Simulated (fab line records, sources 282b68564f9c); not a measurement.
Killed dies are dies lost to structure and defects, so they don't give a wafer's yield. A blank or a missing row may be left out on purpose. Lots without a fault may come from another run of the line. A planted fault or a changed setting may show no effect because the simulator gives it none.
fab line records | flow rit_cmos
record lots=5 wafers=27
route steps=202 shown FOX1@20 GATE@91 SILICIDE@162 M1@200
start_h: hours from the record's first day to the start of the lot's first wafer shown | wait_h: hours since the lot's step before | " the same as in the row above | L1.1+2: a row that stands for several wafers | - no value, or no start given | * or withheld: withheld | < > ~ a bound
route shown NAME@n: a module of which the file shows steps, and the number in the route of the first | usual: mean/standard deviation of fault-free wafers | same: alike in all rows | chamber/n: place in a boat | sites: the reading at each site | _std_site: their standard deviation | _edge_site: outer sites' mean less inner sites' | radius_mm: how far each site lies from the wafer's centre | mask NAME#n: copy n | behind: the tool/chamber that last shaped the wafer | hold: why the lot was held/for how many hours/how that ended | device: the transistor (n, p or np) that didn't switch | end of line: the same wafers' tests at the end of the route | a step without rows: its recipe alone | killed: dies lost to structure and defects at the first sort, not the wafer's yield | map: a wafer's dies, x killed, . not, _ none there
set.NAME: the setting as run; set.NAME@STEP: as run at that earlier step | model.NAME: the simulator's own value behind a step, which no gauge read
lots whose settings were changed on purpose; a table a step, a row a wafer
## steps
# step RIT_FOX1_OXIDATION_00
# recipe temp_c=1100 ambient=H2O target_thk_a=3507 p_h2o_torr=720 ox_time_s=1130
# columns lot.wafer tool chamber start_h wait_h set.ox_time_s model.SiO2_of_FOX1_OXIDATION_00.thk_nm
L077.1 - - - 1.0 1567 425
L077.2 " - " " 1567 425.4
L077.3 " - " " 1567 425.1
L077.4 " - " " 1567 430.7
L077.5 " - " " 1567 425.5
L077.6 " - " " 1567 427.4
L078.1 - - - 0.0 822.3 292.6
L078.2 " - " " 822.3 303.8
L078.3 " - " " 822.3 292.5
L078.4 " - " " 822.3 293.6
L078.5 " - " " 822.3 294.8
L078.6 " - " " 822.3 292.9
L080.1 - - - 0.0 1381 401.4
L080.2 " - " " 1381 411.1
L080.3 " - " " 1381 406.6
L080.4 " - " " 1381 407
L080.5 " - " " 1381 408.2
L080.6 " - " " 1381 402.7
L083.1 - - - 0.0 1130 347.6
L083.2 " - " " 1130 346.5
L083.3 " - " " 1130 346.1
L083.4 " - " " 1130 341.4
L083.5 " - " " 1130 345.4
L083.6 " - " " 1130 344.3
L084.1 furnace-02 0 67.05 0.9 1130 349.1
L084.2 " 0 " " 1130 351
L084.5 " 0 " " 1130 347.5
# step RIT_FOX1_THK_MEAS_01
# recipe reads=SiO2_of_FOX1_OXIDATION_00
# usual FOX1_OXIDE_THK=352/6.6
# columns lot.wafer tool chamber start_h wait_h set.ox_time_s@FOX1_OXIDATION_00 FOX1_OXIDE_THK[nm]
L077.1 film_metro-03 - - - 1567 425
L077.2 " - " " 1567 425
L077.3 " - " " 1567 425
L077.4 " - " " 1567 431
L077.5 " - " " 1567 425
L077.6 " - " " 1567 427
L078.1 film_metro-03 - - - 822.3 293
L078.2 " - " " 822.3 304
L078.3 " - " " 822.3 293
L078.4 " - " " 822.3 293
L078.5 " - " " 822.3 295
L078.6 " - " " 822.3 293
L080.1 film_metro-02 - - - 1381 401
L080.2 " - " " 1381 411
L080.3 " - " " 1381 407
L080.4 " - " " 1381 407
L080.5 " - " " 1381 409
L080.6 " - " " 1381 403
L083.1 film_metro-01 - - - 1130 348
L083.2 " - " " 1130 347
L083.3 " - " " 1130 346
L083.4 " - " " 1130 341
L083.5 " - " " 1130 346
L083.6 " - " " 1130 344
L084.1 film_metro-02 - 68.37 0.0 1130 349
L084.2 " - " " 1130 351
L084.5 " - " " 1130 348
# step RIT_GATE_DEVELOP_15
# recipe resist=NOVOLAK develop_time_s=50 dev_temp_c=23
# columns lot.wafer tool chamber start_h wait_h set.develop_time_s
L077.1+3+6 litho_track-03 0 - - 50
L077.2+4+5 " 0 " " 60.2
L078.1+3+6 litho_track-02 0 - - 50
L078.2+4+5 " 0 " " 61.71
L080.1+4+6 litho_track-04 0 - - 39.34
L080.2+3+5 " 0 " " 50
L083.1+2+3+4+5+6 litho_track-04 0 - - 50
L084.1+2+5 litho_track-03 0 - - 50
# step RIT_SILICIDE_SPUTTER_01
# recipe material=Ti target_thk_nm=30 power_w=350 chamber_pressure_pa=0.667 gas=Ar time_s=240 substrate_temp_c=25
# columns lot.wafer tool chamber start_h wait_h set.time_s model.Ti_of_SILICIDE_SPUTTER_01.thk_nm
L077.1 pvd_sputter-04 - 66.89 0.0 132.3 16.44
L077.2 " - " " 240 30.05
L077.3 " - " " 240 29.93
L077.4 " - " " 132.3 16.25
L077.5 " - " " 240 29.57
L077.6 " - " " 132.3 16.53
L078.1 pvd_sputter-03 - 73.10 0.0 240 30.17
L078.2 " - " " 341.7 42.69
L078.3 " - " " 240 29.97
L078.4 " - " " 341.7 43.22
L078.5 " - " " 240 30.42
L078.6 " - " " 341.7 42.81
L080.1 pvd_sputter-03 - 81.73 0.0 98.41 12.09
L080.2 " - " " 98.41 12.04
L080.3 " - " " 240 30.51
L080.4 " - " " 240 30.6
L080.5 " - " " 240 29.56
L080.6 " - " " 98.41 12.05
L083.1 pvd_sputter-01 - 98.86 0.0 376.8 47.78
L083.2 " - " " 376.8 47.63
L083.3 " - " " 240 30.13
L083.4 " - " " 240 30.38
L083.5 " - " " 240 30.56
L083.6 " - " " 376.8 47.05
L084.1 pvd_sputter-03 - 102.58 0.0 240 29.59
L084.2 " - " " 240 30.24
L084.5 " - " " 240 29.64
# step RIT_SILICIDE_RS_MEAS_02
# recipe thk_meas_gauge=four-point-probe reads=Ti_of_SILICIDE_SPUTTER_01
# usual SILICIDE_TI_RS=48.0/0.73
# columns lot.wafer tool chamber start_h wait_h set.time_s@SILICIDE_SPUTTER_01 SILICIDE_TI_RS[ohm/sq]
L077.1 film_metro-02 - 67.04 0.1 132.3 103.3
L077.2 " - " " 240 47.8
L077.3 " - " " 240 48.0
L077.4 " - " " 132.3 104.7
L077.5 " - " " 240 48.6
L077.6 " - " " 132.3 102.4
L078.1 film_metro-02 - 73.25 0.1 240 47.6
L078.2 " - " " 341.7 30.9
L078.3 " - " " 240 48.0
L078.4 " - " " 341.7 30.5
L078.5 " - " " 240 47.0
L078.6 " - " " 341.7 30.8
L080.1 film_metro-04 - 81.88 0.1 98.41 154.9
L080.2 " - " " 98.41 155.5
L080.3 " - " " 240 46.9
L080.4 " - " " 240 46.7
L080.5 " - " " 240 48.8
L080.6 " - " " 98.41 155.6
L083.1 film_metro-04 - 99.01 0.1 376.8 27.0
L083.2 " - " " 376.8 27.1
L083.3 " - " " 240 47.5
L083.4 " - " " 240 47.1
L083.5 " - " " 240 46.8
L083.6 " - " " 376.8 27.5
L084.1 film_metro-04 - 102.73 0.1 240 48.7
L084.2 " - " " 240 47.4
L084.5 " - " " 240 48.6
# step RIT_SILICIDE_THK_MEAS_03
# recipe thk_meas_gauge=xrf reads=Ti_of_SILICIDE_SPUTTER_01
# usual SILICIDE_TI_THK=30.0/0.39
# columns lot.wafer tool chamber start_h wait_h set.time_s@SILICIDE_SPUTTER_01 SILICIDE_TI_THK[nm]
L077.1 film_metro-02 - 67.16 0.1 132.3 16.3
L077.2 " - " " 240 30.1
L077.3 " - " " 240 30.0
L077.4 " - " " 132.3 16.2
L077.5 " - " " 240 29.5
L077.6 " - " " 132.3 16.5
L078.1 film_metro-02 - 73.37 0.1 240 30.3
L078.2 " - " " 341.7 42.7
L078.3 " - " " 240 29.9
L078.4 " - " " 341.7 43.3
L078.5 " - " " 240 30.5
L078.6 " - " " 341.7 42.8
L080.1 film_metro-04 - 82.00 0.1 98.41 12.1
L080.2 " - " " 98.41 12.1
L080.3 " - " " 240 30.4
L080.4 " - " " 240 30.7
L080.5 " - " " 240 29.3
L080.6 " - " " 98.41 12.0
L083.1 film_metro-04 - 99.13 0.1 376.8 48.0
L083.2 " - " " 376.8 47.6
L083.3 " - " " 240 30.2
L083.4 " - " " 240 30.4
L083.5 " - " " 240 30.6
L083.6 " - " " 376.8 47.1
L084.1 film_metro-04 - 102.85 0.1 240 29.6
L084.2 " - " " 240 30.4
L084.5 " - " " 240 29.8
# step RIT_M1_ANNEAL_15
# recipe temp_c=450 time_s=1800 ambient=forming_gas_H2N2
# columns lot.wafer tool chamber start_h wait_h set.time_s
L077.1+2+3+4+5+6 - - - 0.4 1266
L078.1+2+3+4+5+6 - - - 0.1 2789
L080.1+2+3+4+5+6 - - - 0.2 2080
L083.1+2+3+4+5+6 - - - 0.1 1340
L084.1+2+5 - - 108.11 0.2 1800
# step RIT_M1_PROBE_99
# columns lot.wafer tool chamber start_h wait_h set.develop_time_s@GATE_DEVELOP_15 model.etest.pmos_turned.r_on_ohm_um model.etest.pmos_0p15.r_on_ohm_um model.etest.pmos_0p3.r_on_ohm_um model.etest.nmos_0p15.drive_ua_um
L077.1 prober-01 - 74.44 0.1 50 3459 2731 6340 497.2
L077.2 prober-01 - 74.49 0.1 60.2 2714 2039 5697 669.6
L077.3 prober-01 - 74.54 0.2 50 3658 2896 6564 469.2
L077.4 prober-01 - 74.59 0.2 60.2 2760 2040 5655 673.3
L077.5 prober-01 - 74.64 0.2 60.2 2702 2049 5597 665.8
L077.6 prober-01 - 74.69 0.2 50 3433 2736 6354 498
L078.1 prober-02 - 79.96 0.1 50 3533 2834 6378 453.9
L078.2 prober-02 - 80.01 0.1 61.71 2588 1952 5512 666.7
L078.3 prober-02 - 80.06 0.2 50 3470 2812 6390 454.7
L078.4 prober-02 - 80.11 0.2 61.71 2665 1989 5621 658.5
L078.5 prober-02 - 80.16 0.2 61.71 2670 2024 5615 644.5
L078.6 prober-02 - 80.21 0.2 50 3406 2791 6374 457.8
L080.1 prober-02 - 88.77 0.1 39.34 4270 3685 7272 356.4
L080.2 prober-02 - 88.82 0.1 50 3326 2734 6304 480.4
L080.3 prober-02 - 88.87 0.2 50 3288 2662 6219 486.3
L080.4 prober-02 - 88.92 0.2 39.34 4386 3794 7365 352
L080.5 prober-02 - 88.97 0.2 50 3329 2718 6276 486.2
L080.6 prober-02 - 89.02 0.2 39.34 4436 3746 7480 344.6
L083.1 prober-01 - 106.32 0.1 50 3239 2669 6125 479.5
L083.2 prober-01 - 106.37 0.1 50 3400 2745 6187 474.2
L083.3 prober-01 - 106.42 0.2 50 3207 2590 6030 483.6
L083.4 prober-01 - 106.47 0.2 50 3263 2646 6118 480.6
L083.5 prober-01 - 106.52 0.2 50 3315 2692 6093 463.2
L083.6 prober-01 - 106.57 0.2 50 3335 2752 6248 468.7
L084.1 prober-02 - 109.73 0.1 50 3311 2676 6129 469.7
L084.2 prober-02 - 109.78 0.1 50 3444 2803 6279 453
L084.5 prober-02 - 109.93 0.2 50 3518 2835 6293 451
# killed by level:class
L084.1 FOX1:geometric_particle:short=1 GATE:geometric_particle:short=1 GATE:geometric_particle:open=1 REOX:geometric_particle:short=1
L084.2 FOX1:geometric_particle:short=1 GATE:geometric_particle:short=1 SPACER:geometric_particle:open=1 SILICIDE:geometric_particle:short=1 SILICIDE:geometric_particle:open=1
L084.5 FOX1:geometric_particle:open=1 REOX:geometric_particle:open=1 FOX2:geometric_particle:short=1 GATE:geometric_particle:open=1 SPACER:geometric_particle:short=1
## key
split step=RIT_FOX1_OXIDATION_00 setting=ox_time_s stated=1130 by=lot
response step=RIT_FOX1_OXIDATION_00 reading=model.SiO2_of_FOX1_OXIDATION_00.thk_nm change=+2.08 per=1% r=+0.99
response step=RIT_FOX1_THK_MEAS_01 reading=FOX1_OXIDE_THK change=+2.08 per=1% r=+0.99
split step=RIT_GATE_DEVELOP_15 setting=develop_time_s stated=50 by=wafer
response step=RIT_M1_PROBE_99 reading=model.etest.pmos_turned.r_on_ohm_um change=-40.8 per=1% r=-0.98
response step=RIT_M1_PROBE_99 reading=model.etest.pmos_0p15.r_on_ohm_um change=-39.9 per=1% r=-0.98
response step=RIT_M1_PROBE_99 reading=model.etest.pmos_0p3.r_on_ohm_um change=-40.9 per=1% r=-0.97
response step=RIT_M1_PROBE_99 reading=model.etest.nmos_0p15.drive_ua_um change=+7.93 per=1% r=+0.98
split step=RIT_SILICIDE_SPUTTER_01 setting=time_s stated=240 by=wafer
response step=RIT_SILICIDE_SPUTTER_01 reading=model.Ti_of_SILICIDE_SPUTTER_01.thk_nm change=+0.303 per=1% r=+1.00
response step=RIT_SILICIDE_RS_MEAS_02 reading=SILICIDE_TI_RS shape=bent at_lowest=155.4 at_stated=47.7 at_highest=27.2
response step=RIT_SILICIDE_THK_MEAS_03 reading=SILICIDE_TI_THK change=+0.302 per=1% r=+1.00
split step=RIT_M1_ANNEAL_15 setting=time_s stated=1800 by=lot
response none clear
